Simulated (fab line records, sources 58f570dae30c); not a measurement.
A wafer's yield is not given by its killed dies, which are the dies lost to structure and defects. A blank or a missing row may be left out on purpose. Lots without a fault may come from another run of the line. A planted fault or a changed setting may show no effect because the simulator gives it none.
Which tool was responsible? | flow berkeley cmos170 | 13 lots, 37 wafers sampled, at 6 steps of a route of 331

## WHAT EACH GAUGE READ, for each wafer
UCB170_CONTACT_CD_MEAS_15: target cd 700 nm. Usual: 700.3 nm for cd nm, sd 1.5.
lot  | measured     | on        | cd nm (nm)        | flag
L145 | day 8 16:08  | cd sem-01 | 699.4 696.9 697.3 |
L144 | day 8 17:41  | cd sem-01 | 697.1 698.1 699.3 |
L148 | day 9 08:42  | cd sem-02 | 700.2 699.8 700.5 |
L147 | day 9 08:49  | cd sem-02 | 701.4 700.9 700.4 |
L150 | day 10 07:37 | cd sem-02 | 702.3 701.3 701.6 |
L154 | day 10 16:28 | cd sem-01 | 699.6             |
L156 | day 10 19:26 | cd sem-01 | 700.6 701.5 701.0 |
L155 | day 10 19:12 | cd sem-01 | 698.8 699.0 699.2 |
L157 | day 11 09:34 | cd sem-02 | 699.9 699.7 699.8 |
L158 | day 11 21:54 | cd sem-01 | 701.0 701.6 702.4 |
L160 | day 11 22:14 | cd sem-02 | 699.4 701.7 700.2 |
L159 | day 12 14:57 | cd sem-01 | 699.6 700.0 699.7 |
L164 | day 12 15:05 | cd sem-02 | 704.1 705.2 704.8 |

UCB170_CONTACT_CD_MEAS_90: target cd 700 nm. Usual: 700.1 nm for cd nm, sd 1.6.
lot  | measured     | on        | cd nm (nm)        | flag
L145 | day 8 16:34  | cd sem-02 | 699.0 697.2 697.5 |
L144 | day 8 18:07  | cd sem-01 | 695.9 697.2 700.0 |
L148 | day 9 09:18  | cd sem-02 | 699.8 698.9 701.0 |
L147 | day 9 09:25  | cd sem-02 | 701.3 700.2 699.9 |
L150 | day 10 08:02 | cd sem-02 | 703.0 701.9 701.9 |
L154 | day 10 16:53 | cd sem-02 | 699.8             |
L156 | day 10 19:51 | cd sem-01 | 700.1 701.5 700.8 |
L155 | day 10 19:37 | cd sem-02 | 698.7 698.8 699.1 |
L157 | day 11 09:59 | cd sem-01 | 699.7 700.0 698.6 |
L158 | day 11 22:22 | cd sem-02 | 700.9 701.8 702.3 |
L160 | day 11 22:40 | cd sem-01 | 698.9 701.2 700.3 |
L159 | day 12 15:23 | cd sem-02 | 699.6 699.3 699.5 |
L164 | day 12 15:31 | cd sem-01 | 704.6 704.9 703.9 |

UCB170_M1_RS_MEAS_01: the measuring method here is four-point-probe. Usual: M1_AL_RS gives 0.0485 ohm/sq (standard deviation 0.00048).
lot  | measured     | on            | M1_AL_RS (ohm/sq)    | flag
L145 | day 8 17:04  | film metro-03 | 0.0499 0.0492 0.0493 |
L144 | day 8 18:29  | film metro-04 | 0.0488 0.0484 0.0483 |
L148 | day 9 09:40  | film metro-03 | 0.0489 0.0486 0.0489 |
L147 | day 9 09:47  | film metro-04 | 0.0483 0.0483 0.0475 |
L150 | day 10 08:34 | film metro-02 | 0.0486 0.0487 0.0489 |
L154 | day 10 17:16 | film metro-02 | 0.0327               | OFF
L156 | day 10 20:14 | film metro-02 | 0.0493 0.0491 0.0492 |
L155 | day 10 19:59 | film metro-03 | 0.0483 0.0484 0.0488 |
L157 | day 11 11:06 | film metro-04 | 0.0487 0.0487 0.0485 |
L158 | day 11 22:45 | film metro-02 | 0.0488 0.0489 0.0487 |
L160 | day 11 23:01 | film metro-03 | 0.0483 0.0487 0.0485 |
L159 | day 12 15:44 | film metro-03 | 0.0483 0.0486 0.0488 |
L164 | day 12 15:56 | film metro-04 | 0.0483 0.0480 0.0482 |

UCB170_M1_THK_MEAS_02: measures by xrf. Usual: M1_AL_THK gives 591 nm (standard deviation 5.9).
lot  | measured     | on            | M1_AL_THK (nm) | flag
L145 | day 8 17:11  | film metro-03 | 579 587 585    |
L144 | day 8 18:35  | film metro-04 | 580 592 585    |
L148 | day 9 09:47  | film metro-03 | 586 593 590    |
L147 | day 9 09:55  | film metro-04 | 592 588 600    |
L150 | day 10 08:40 | film metro-02 | 590 590 593    |
L154 | day 10 17:21 | film metro-02 | 875            | OFF
L156 | day 10 20:21 | film metro-02 | 580 590 584    |
L155 | day 10 20:05 | film metro-03 | 594 591 590    |
L157 | day 11 11:13 | film metro-04 | 588 590 585    |
L158 | day 11 22:52 | film metro-02 | 592 588 595    |
L160 | day 11 23:08 | film metro-03 | 594 587 593    |
L159 | day 12 15:51 | film metro-03 | 596 594 589    |
L164 | day 12 16:02 | film metro-04 | 592 593 593    |

## EACH LOT AND THE TOOL THAT RAN IT (in order: tool; ch and the chambers of the sampled wafers; start)
lot  | UCB170_PLDD_STRIP_10                 | UCB170_M1_SPUTTER_00
L145 | plasma asher-01 ch 0,1, day 7 20:59  | pvd sputter-03, day 8 16:59
L144 | plasma asher-03 ch 0,1, day 7 21:21  | pvd sputter-01, day 8 18:22
L148 | plasma asher-01 ch 0,1, day 8 13:03  | pvd sputter-01, day 9 09:37
L147 | plasma asher-03 ch 0,1, day 8 13:23  | pvd sputter-03, day 9 09:44
L150 | plasma asher-01 ch 0,1, day 9 09:23  | pvd sputter-04, day 10 08:29
L154 | plasma asher-01 ch 0, day 9 21:39    | pvd sputter-03, day 10 17:10
L156 | plasma asher-03 ch 0, day 9 21:52    | pvd sputter-01, day 10 20:10
L155 | plasma asher-03 ch 0,1, day 9 22:07  | pvd sputter-04, day 10 19:53
L157 | plasma asher-03 ch 0, day 10 15:25   | pvd sputter-04, day 11 11:01
L158 | plasma asher-01 ch 0,1, day 11 03:29 | pvd sputter-04, day 11 22:40
L160 | plasma asher-01 ch 0,1, day 11 04:04 | pvd sputter-01, day 11 22:56
L159 | plasma asher-02 ch 0,1, day 11 15:11 | pvd sputter-04, day 12 15:40
L164 | plasma asher-01 ch 0,1, day 11 15:11 | pvd sputter-01, day 12 15:51
- UCB170_PLDD_STRIP_10: strips in O2.
- UCB170_M1_SPUTTER_00: material Al, target thk 600 nm, time 80 s.

## AS READ BY THE TOOLS THEMSELVES (means over the sampled wafers that have a number; for cases with no such wafer, the mark the record gives instead)
UCB170_PLDD_STRIP_10. Usual: drypump motor current A 5.6 A, standard deviation 0.41; oes product au 0.735 a.u., standard deviation 0.0049; strip time to endpoint s 21.67 s, standard deviation 0.057.
lot  | tool            | drypump motor current A (A) | oes product au (a.u.) | strip time to endpoint s (s) | flag
L145 | plasma asher-01 | 5.2                         | 0.734                 | 21.70                        |
L144 | plasma asher-03 | 6.2                         | 0.734                 | 21.71                        |
L148 | plasma asher-01 | 5.4                         | 0.732                 | 21.61                        |
L147 | plasma asher-03 | 6.0                         | 0.732                 | 21.75                        |
L150 | plasma asher-01 | 5.3                         | 0.736                 | 21.63                        |
L154 | plasma asher-01 | 5.1                         | 0.731                 | 21.69                        |
L156 | plasma asher-03 | 5.7                         | 0.732                 | 21.70                        |
L155 | plasma asher-03 | 6.0                         | 0.734                 | 21.63                        |
L157 | plasma asher-03 | 5.7                         | 0.738                 | 21.64                        |
L158 | plasma asher-01 | 5.3                         | 0.735                 | 21.72                        |
L160 | plasma asher-01 | 5.5                         | 0.738                 | 21.63                        |
L159 | plasma asher-02 | 5.4                         | 0.739                 | 21.58                        |
L164 | plasma asher-01 | 5.3                         | 0.735                 | 21.75                        |

UCB170_M1_SPUTTER_00. Usual: cathode dc power W 6000.0 W, standard deviation 1; throttle valve pct 29.7 %, standard deviation 0.92.
lot  | tool           | cathode dc power W (W) | throttle valve pct (%) | flag
L145 | pvd sputter-03 | 5999.7                 | 29.2                   |
L144 | pvd sputter-01 | 6001.2                 | 30.5                   |
L148 | pvd sputter-01 | 6001.0                 | 29.8                   |
L147 | pvd sputter-03 | 5999.4                 | 29.2                   |
L150 | pvd sputter-04 | 6000.6                 | 30.2                   |
L154 | pvd sputter-03 | 5998.3                 | 29.1                   |
L156 | pvd sputter-01 | 6000.5                 | 29.8                   |
L155 | pvd sputter-04 | 5999.7                 | 30.3                   |
L157 | pvd sputter-04 | 6000.6                 | 30.2                   |
L158 | pvd sputter-04 | 6000.7                 | 30.2                   |
L160 | pvd sputter-01 | 5999.5                 | 29.6                   |
L159 | pvd sputter-04 | 5999.1                 | 30.3                   |
L164 | pvd sputter-01 | 5999.9                 | 29.7                   |

## THE ANSWER, worked out from the rows above alone
Rule: lot off if the mean of its wafers having a number is beyond 3 standard deviations from the usual mean. Also off: a lot with no number at a reading for which 4 or more lots have one. Where the step has rows for the other lots, those lots are counted as sound. The gauges are gone through in route order, then the tools' own readings, and for those a lot's mean is taken as printed above. At the first step where some lot is off, the reading lying furthest off is the one used; lots without a number count as furthest.
Off: L154, at UCB170_M1_RS_MEAS_01 (M1_AL_RS).
If a tool, at a process step before that reading, ran all the lots that are off and no sound lot after the first of them, it fits. Gauges at UCB170_M1_RS_MEAS_01: tried the same way as those tools. One candidate fits, namely pvd sputter-03 at UCB170_M1_SPUTTER_00. A fault onset in the window from L147 (day 9 09:44, its last sound lot) to L154 (day 10 17:10, its first lot off) fits.

## WHAT THE SIMULATOR HAD INSERTED
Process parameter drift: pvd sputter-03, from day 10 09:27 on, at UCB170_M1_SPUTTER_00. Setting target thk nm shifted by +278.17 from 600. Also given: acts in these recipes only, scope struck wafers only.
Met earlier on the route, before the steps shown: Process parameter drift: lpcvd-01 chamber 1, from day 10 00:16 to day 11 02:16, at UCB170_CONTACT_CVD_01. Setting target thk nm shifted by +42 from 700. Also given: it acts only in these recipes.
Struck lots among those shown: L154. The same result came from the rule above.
